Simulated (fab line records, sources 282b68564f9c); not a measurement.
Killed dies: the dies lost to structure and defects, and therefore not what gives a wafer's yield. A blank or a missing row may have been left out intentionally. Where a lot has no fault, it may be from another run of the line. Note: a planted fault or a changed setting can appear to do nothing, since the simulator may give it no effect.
Problem report, 8D (eight disciplines) form, completed by code -- flow rit_cmos -- the parts of the form that need people (team, actions taken, sign-off) are left out

## 1. WHAT IS WRONG
RIT_M1_PROBE_99, killed_at_front_end: mean 239 over 1 wafer from 1 lot; wafers with no fault: 6, standard deviation 3. That is +78 standard deviations from the usual mean.
Seen first at day 4 21:18 on prober-01, wafer L915.1. The record holds 21 wafers of 7 lots with a number at this step. By rule, "out" or "out of limits" means more than 4 standard deviations away from the usual mean. The rest of the wafers with a number are treated as sound.

## 2. WHAT IT IS AND WHAT IT IS NOT
question,is,is not
which readings at this step,"killed_at_front_end, killed_dies, killed_on_rim","killed_at_contacts, killed_open"
which lots,L915,"L912, L922, L926, L927, L929, L930"
which wafers of those lots,L915.1,"L915.2, L915.4"
read on which tools,prober-01,prober-02
when,from day 4 21:18,"up to then (3 sound wafers); but 17 sound wafers of L915, L922, L926, L927, L929, L930 came after"

## 3. WHAT RULES OUT EACH SUSPECT
Counting: a tool at a process step up to the reading stays a suspect if it ran every lot that is out. Sound lots after the first of them don't rule it out here, since some wafers of a struck lot are sound.
- rie_diel-01 at RIT_ACTIVE_ETCH_13 (etches Si3N4 in SF6, stops on SiO2, time 210 s, target depth 210 nm): kept. The lot that is out, L915, ran on it at day 2 21:05; the last sound lot it ran before that was L912, at day 2 05:52.
- prober-01 at RIT_M1_PROBE_99: kept. It ran the lot that is out, L915 (day 4 21:18). Its own readings are out on those wafers: killed_at_front_end, killed_dies, killed_on_rim.
- At RIT_ACTIVE_ETCH_13, inside rie_diel-01: chamber 2 took the wafers that are out, while their sound lot-mates went through chambers 0, 1.
The count leaves prober-01 at RIT_M1_PROBE_99 and rie_diel-01 at RIT_ACTIVE_ETCH_13.

## 4. THE CAUSE (what the simulator had put in)
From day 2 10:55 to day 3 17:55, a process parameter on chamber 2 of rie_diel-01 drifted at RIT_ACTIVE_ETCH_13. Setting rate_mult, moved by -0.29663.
This tool is one of the 2 suspects left after counting.

## 5. SEQUENCE OF EFFECTS, ordered by route
One row per reading whose mean, taken over the struck wafers that have a number, lies over 3 standard deviations from the usual. Readings are gone through only where the record gives a usual standard deviation; hours: the median, over the lots, of the time from a lot's start at the first step in this table giving one to that lot's start at this step; sigmas: the change measured in usual standard deviations.
hours,step,reading,usual,on struck wafers,change,sigmas
0,RIT_M1_PROBE_99,killed_at_front_end,6,239,+233,+78
0,RIT_M1_PROBE_99,killed_dies,7,239,+232,+77
0,RIT_M1_PROBE_99,killed_on_rim,1.7,66.0,+64.3,+46
It contains these process steps:
- RIT_M1_PROBE_99

## 6. WHAT WOULD HAVE CAUGHT IT SOONER
The fault began at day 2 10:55; the first out-of-limits reading in this record came at day 4 21:18, 58 hours later.
No tool reading at RIT_ACTIVE_ETCH_13 that has a usual standard deviation in the record was out on any struck wafer, so an alarm limit of 4 standard deviations on those readings would not have fired.
All the lots that are out (1) had begun RIT_ACTIVE_ETCH_13 on rie_diel-01 by day 4 21:18. None of them would have been spared by holding the tool at that moment.
